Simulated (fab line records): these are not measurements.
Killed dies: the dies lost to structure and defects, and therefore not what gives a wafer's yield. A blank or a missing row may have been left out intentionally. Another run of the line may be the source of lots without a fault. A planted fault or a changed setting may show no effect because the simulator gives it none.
Problem report in the 8D (eight disciplines) form, filled by code :: flow rit_cmos :: the parts of the form that need people (team, actions taken, sign-off) are left out

== 1. THE ISSUE ==
spin_speed_rpm at RIT_PSD_COAT_01 reads a mean of 3738.4 rpm on 6 wafers of 2 lots; wafers without a fault read 3249.8 rpm with a standard deviation of 2. That is +99 or more standard deviations from the usual mean.
The step: resist thk 1000 nm.
Seen first at day 5 08:23 on litho_track-03, wafer L461.1. At this step, 18 wafers from 6 lots have a number in the record. Rule for "out", or "out of limits": more than 4 standard deviations from the usual mean. The other wafers with a number count as sound.

== 2. WHAT IT IS, AND WHAT IT ISN'T ==
question: which readings at this step
is: spin_speed_rpm
is not: -

question: which lots
is: L461, L463
is not: L451, L454, L470, L472

question: which wafers of those lots
is: all that have a number
is not: -

question: read on which tools
is: litho_track-03
is not: litho_track-01

question: when
is: from day 5 08:23
is not: up to then (6 sound wafers); but 6 sound wafers of L470, L472 came after

== 3. WHAT RULES OUT EACH SUSPECT ==
Counting: any tool at a process step up to the reading is kept as a suspect provided that every lot that is out went through it and no sound lot did after the first of them.
- litho_track-03 at RIT_PSD_COAT_01 (resist thk 1000 nm): kept. All lots that are out passed through it, beginning with L461 at day 5 08:23, and no sound lot followed; its final sound lot before that point was L454 at day 3 20:26. On those wafers its own readings are out: spin_speed_rpm.
Left after counting: litho_track-03 at RIT_PSD_COAT_01.

== 4. THE CAUSE (what the simulator had put in) ==
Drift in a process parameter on litho_track-03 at RIT_PSD_COAT_01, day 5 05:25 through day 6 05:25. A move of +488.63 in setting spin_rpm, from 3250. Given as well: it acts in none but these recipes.
This tool alone remained once counting was done.

== 5. SEQUENCE OF EFFECTS, ordered by route ==
Each row: a reading whose mean over the struck wafers that have a number lies more than 3 standard deviations from the usual. Only readings for which the record gives a usual standard deviation are gone through. hours: the time from each lot's start at the first step in this table that gives one to its start at this step, as a median over the lots. sigmas: the change in usual standard deviations.
hours: 0
step: RIT_PSD_COAT_01
reading: spin_speed_rpm
usual: 3249.8 rpm
on struck wafers: 3738.4
change: +488.6
sigmas: +99 or more
Here are the process steps it includes:
- RIT_PSD_COAT_01: resist thk 1000 nm.
At these later measuring or inspecting steps, every struck wafer for which the step has a row has a number for every such reading, and none has moved that far: RIT_PSD_OVL_MEAS_06.

== 6. WHAT WOULD HAVE CAUGHT IT SOONER ==
In this record the first reading out of limits was taken at day 5 08:23, 3 hours after the fault began at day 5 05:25.
